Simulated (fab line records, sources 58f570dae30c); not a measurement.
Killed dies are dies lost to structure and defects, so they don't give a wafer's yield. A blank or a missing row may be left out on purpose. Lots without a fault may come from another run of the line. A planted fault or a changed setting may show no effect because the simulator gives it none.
fab line records | flow berkeley_cmos170 | part 2 of 2: steps 33 to 45 of 45
record lots=5 wafers=15 last_day=13
route steps=331 shown NWELL@31 PWELL@34 WELLDRIVE@55 ACTIVE@60
lots that met no fault: from a run of the same line without faults
start_h: hours from the record's first day to the start of the lot's first wafer shown | wait_h: hours since the lot's step before | " the same as in the row above | L1.1+2: a row that stands for several wafers | - no value, or no start given | * or withheld: withheld | < > ~ a bound
route shown NAME@n: a module of which the file shows steps, and the number in the route of the first | usual: mean/standard deviation of fault-free wafers | same: alike in all rows | chamber/n: place in a boat | sites: the reading at each site | _std_site: their standard deviation | _edge_site: outer sites' mean less inner sites' | radius_mm: how far each site lies from the wafer's centre | mask NAME#n: copy n | behind: the tool/chamber that last shaped the wafer | hold: why the lot was held/for how many hours/how that ended | device: the transistor (n, p or np) that didn't switch | end of line: the same wafers' tests at the end of the route | a step without rows: its recipe alone | killed: dies lost to structure and defects at the first sort, not the wafer's yield | map: a wafer's dies, x killed, . not, _ none there
set.NAME: the setting as run; set.NAME@STEP: as run at that earlier step | model.NAME: the simulator's own value behind a step, which no gauge read
lots at some steps of the route; a table a step, a row a wafer
services: from which hour (start_h, from the record's first day; less than 0 if before it) a tool's chamber was out of use, for how many hours, and why
## steps
# step UCB170_ACTIVE_THK_MEAS_03
# recipe reads=SiO2_of_ACTIVE_OXIDATION_02
# usual ACTIVE_OXIDE_THK=26.2/0.48
# columns lot.wafer tool chamber start_h wait_h ACTIVE_OXIDE_THK[nm]
L077.1 film_metro-04 - 101.43 0.0 26.3
L077.3 " - " " 26.3
L077.5 " - " " 26.8
L086.1 film_metro-04 - 149.19 0.0 26.0
L086.3 " - " " 25.9
L086.5 " - " " 26.0
L090.1 film_metro-04 - 162.86 0.0 25.7
L090.3 " - " " 25.8
L090.6 " - " " 25.4
L092.1 film_metro-03 - 175.31 0.0 25.6
L092.5 " - " " 25.6
L092.6 " - " " 25.5
L094.2 film_metro-02 - 187.39 0.0 25.8
L094.4 " - " " 25.8
L094.6 " - " " 26.0
# step UCB170_ACTIVE_ANNEAL_04
# recipe temp_c=1000 time_s=900 ambient=N2
# usual spike_tc_source_C=1026.2/1.2
# columns lot.wafer tool chamber start_h wait_h spike_tc_source_C
L077.1 furnace-01 0 107.20 5.8 1024.7
L077.3 " 0 " " 1024.3
L077.5 " 0 " " 1025.7
L086.1 furnace-04 0 154.11 4.9 1028.8
L086.3 " 0 " " 1026.2
L086.5 " 0 " " 1026.6
L090.1 furnace-02 0 168.46 5.6 1028.1
L090.3 " 0 " " 1025.0
L090.6 " 0 " " 1025.6
L092.1 furnace-02 0 179.16 3.8 1027.1
L092.5 " 0 " " 1026.9
L092.6 " 0 " " 1026.4
L094.2 furnace-01 0 190.42 3.0 1025.0
L094.4 " 0 " " 1023.3
L094.6 " 0 " " 1025.7
# step UCB170_ACTIVE_CVD_05
# recipe material=Si3N4 target_thk_nm=220 temp_c=800 precursor=SiH2Cl2/NH3 time_s=3300 pressure_mtorr=200 sih2cl2_flow_sccm=25 nh3_flow_sccm=75
# usual spike_tc_source_C=820/3.1
# columns lot.wafer tool chamber start_h wait_h spike_tc_source_C
L077.1 lpcvd-02 0 108.45 0.0 823
L077.3 " 0 " " 823
L077.5 " 0 " " 822
L086.1 lpcvd-02 1 155.36 0.0 817
L086.3 " 1 " " 816
L086.5 " 1 " " 815
L090.1 lpcvd-02 1 169.71 0.0 816
L090.3 " 1 " " 817
L090.6 " 1 " " 818
L092.1 lpcvd-02 0 180.79 0.4 822
L092.5 " 0 " " 820
L092.6 " 0 " " 821
L094.2 lpcvd-02 0 192.64 1.0 822
L094.4 " 0 " " 821
L094.6 " 0 " " 824
# step UCB170_ACTIVE_THK_MEAS_06
# recipe reads=Si3N4_of_ACTIVE_CVD_05
# usual ACTIVE_NITRIDE_THK=220.5/2.1
# columns lot.wafer tool chamber start_h wait_h ACTIVE_NITRIDE_THK[nm]
L077.1 film_metro-02 - 110.37 0.0 220.8
L077.3 " - " " 218.3
L077.5 " - " " 218.4
L086.1 film_metro-04 - 157.28 0.0 220.3
L086.3 " - " " 220.0
L086.5 " - " " 219.7
L090.1 film_metro-02 - 171.63 0.0 220.4
L090.3 " - " " 222.5
L090.6 " - " " 220.4
L092.1 film_metro-02 - 182.71 0.0 221.8
L092.5 " - " " 218.6
L092.6 " - " " 219.6
L094.2 film_metro-03 - 194.57 0.0 221.7
L094.4 " - " " 221.4
L094.6 " - " " 221.2
# step UCB170_ACTIVE_HMDS_07
# recipe prime_time_s=60 prime_temp_c=100
# columns lot.wafer tool chamber start_h wait_h
L077.1+3+5 litho_track-02 0 110.69 0.3
L086.1+3+5 litho_track-02 0 157.34 0.1
L090.1+3+6 litho_track-04 0 171.69 0.1
L092.1+5+6 litho_track-02 0 183.06 0.3
L094.2+4+6 litho_track-03 0 195.80 1.2
# step UCB170_ACTIVE_COAT_08
# recipe resist=KrF spin_rpm=1500 resist_thk_nm=900
# columns lot.wafer tool chamber start_h wait_h
L077.1+3+5 litho_track-02 0 110.84 0.1
L086.1+3+5 litho_track-02 0 157.49 0.1
L090.1+3+6 litho_track-04 0 171.84 0.1
L092.1+5+6 litho_track-02 0 183.21 0.1
L094.2+4+6 litho_track-03 0 195.95 0.1
# step UCB170_ACTIVE_SOFTBAKE_09
# recipe resist=KrF temp_c=130 time_s=60
# columns lot.wafer tool chamber start_h wait_h
L077.1+3+5 litho_track-02 0 110.99 0.1
L086.1+3+5 litho_track-02 0 157.64 0.1
L090.1+3+6 litho_track-04 0 171.99 0.1
L092.1+5+6 litho_track-02 0 183.36 0.1
L094.2+4+6 litho_track-03 0 196.10 0.1
# step UCB170_ACTIVE_EXPOSE_10
# recipe mask_id=ACTIVE target_cd_nm=1200 na=0.5 sigma_outer=0.6 source_shape=conventional dose_mj=20
# columns lot.wafer tool chamber start_h wait_h mask
L077.1+3+5 krf_scanner-01 0 111.23 0.2 ACTIVE#0
L086.1+3+5 krf_scanner-02 0 157.79 0.1 ACTIVE#0
L090.1+3+6 krf_scanner-02 0 172.14 0.1 ACTIVE#0
L092.1+5+6 krf_scanner-02 0 - - ACTIVE#0
L094.2+4+6 krf_scanner-01 0 196.37 0.2 ACTIVE#0
# step UCB170_ACTIVE_PEB_11
# recipe peb_temp_c=130 peb_time_s=withheld resist=KrF
# columns lot.wafer tool chamber start_h wait_h
L077.1+3+5 litho_track-04 0 111.78 0.5
L086.1+3+5 litho_track-04 0 157.90 0.1
L090.1+3+6 litho_track-04 0 172.59 0.4
L092.1+5+6 litho_track-03 0 - -
L094.2+4+6 litho_track-02 0 197.03 0.6
# step UCB170_ACTIVE_DEVELOP_12
# recipe developer=TMAH develop_time_s=45 resist=KrF dev_temp_c=21
# columns lot.wafer tool chamber start_h wait_h
L077.1+3+5 litho_track-04 0 - -
L086.1+3+5 litho_track-04 0 - -
L090.1+3+6 litho_track-04 0 - -
L092.1+5+6 litho_track-03 0 - -
L094.2+4+6 litho_track-02 0 - -
# step UCB170_ACTIVE_CD_MEAS_13
# recipe target_cd_nm=1200
# usual cd_nm=1200.0/1.1
# columns lot.wafer tool chamber start_h wait_h cd_nm
L077.1 cd_sem-01 - 112.14 - 1201.6
L077.3 " - " " 1201.2
L077.5 " - " " 1201.0
L086.1 cd_sem-02 - 158.18 - 1198.5
L086.3 " - " " 1199.3
L086.5 " - " " 1198.7
L090.1 cd_sem-02 - 172.91 - 1201.4
L090.3 " - " " 1201.4
L090.6 " - " " 1201.0
L092.1 cd_sem-02 - 185.60 - 1199.5
L092.5 " - " " 1199.1
L092.6 " - " " 1200.4
L094.2 cd_sem-02 - 197.58 - 1197.6
L094.4 " - " " 1198.0
L094.6 " - " " 1199.0
# step UCB170_ACTIVE_OVL_MEAS_14
# usual ACTIVE_OVL=3/5.3
# columns lot.wafer tool chamber start_h wait_h ACTIVE_OVL[nm]
L077.1 overlay-02 - 112.26 0.1 2
L077.3 " - " " 11
L077.5 " - " " 9
L086.1 overlay-02 - 158.30 0.1 1
L086.3 " - " " -5
L086.5 " - " " 1
L090.1 overlay-02 - 173.03 0.1 5
L090.3 " - " " -1
L090.6 " - " " 7
L092.1 overlay-02 - 185.72 0.1 3
L092.5 " - " " -5
L092.6 " - " " 5
L094.2 overlay-02 - 197.69 0.1 -4
L094.4 " - " " -5
L094.6 " - " " -3
# step UCB170_ACTIVE_ETCH_15
# recipe chemistry=CH3F/Ar/O2 target=Si3N4 stop_on=SiO2 CH3F_flow_sccm=20 Ar_flow_sccm=50 O2_flow_sccm=7 pressure_mtorr=50 rf_w=450 target_depth_a=2420 over_etch_frac=0.1 time_s=151
# usual drypump_motor_current_A=5.7/0.48 oes_product_au=0.934/0.017 throttle_valve_pct=8.06/0.11
# columns lot.wafer tool chamber start_h wait_h drypump_motor_current_A oes_product_au rf_hours_counter_h throttle_valve_pct
L077.1 rie_diel-02 2 112.30 0.0 6.2 0.954 12 8.18
L077.3 " 0 " " 5.8 0.929 3 8.09
L077.5 " 1 " " 5.0 0.919 - 8.22
L086.1 rie_diel-03 1 158.33 0.0 5.6 0.934 8 8.14
L086.3 " 0 " " 5.9 0.912 35 7.85
L086.5 " 0 " " 5.9 0.916 - 7.85
L090.1 rie_diel-03 3 173.07 0.0 5.0 0.928 4 8.09
L090.3 " 2 " " 6.4 0.957 16 7.97
L090.6 " 2 " " 6.4 0.948 - 7.98
L092.1 rie_diel-03 1 185.75 0.0 5.6 0.932 9 8.13
L092.5 " 1 " " 5.7 0.931 - 8.12
L092.6 " 0 " " 6.0 0.909 - 7.84
L094.2 rie_diel-04 3 197.72 0.0 6.2 0.958 8 8.23
L094.4 " 1 " " 5.9 0.933 10 8.03
L094.6 " 1 " " 5.9 0.929 - 8.03
## services
# columns tool chamber start_h hours kind
krf_scanner-02 - 29.98 4.0 pm
furnace-02 - 31.35 4.0 pm
rie_diel-01 3 31.61 7.4 repair
furnace-04 - 45.60 3.9 pm
krf_scanner-01 - 45.88 0.2 repair
plasma_asher-02 - 49.45 2.8 pm
krf_scanner-02 - 51.55 10.9 repair
krf_scanner-01 - 56.85 0.6 repair
krf_scanner-01 - 58.48 4.7 repair
krf_scanner-01 - 63.20 1.0 pm
krf_scanner-02 - 64.20 1.3 pm
rie_diel-03 0 71.90 7.7 repair
furnace-02 - 92.51 11.5 pm
krf_scanner-01 - 107.53 0.8 pm
krf_scanner-02 - 110.66 1.0 pm
krf_scanner-02 - 141.63 0.8 pm
krf_scanner-01 - 143.32 1.3 pm
rie_diel-03 3 155.24 12.1 repair
krf_scanner-01 - 157.55 3.6 pm
krf_scanner-01 - 162.32 0.5 repair
rie_diel-03 0 166.90 8.7 repair
furnace-01 - 182.83 3.3 pm
krf_scanner-01 - 192.02 0.3 repair
furnace-02 - 197.23 3.4 pm
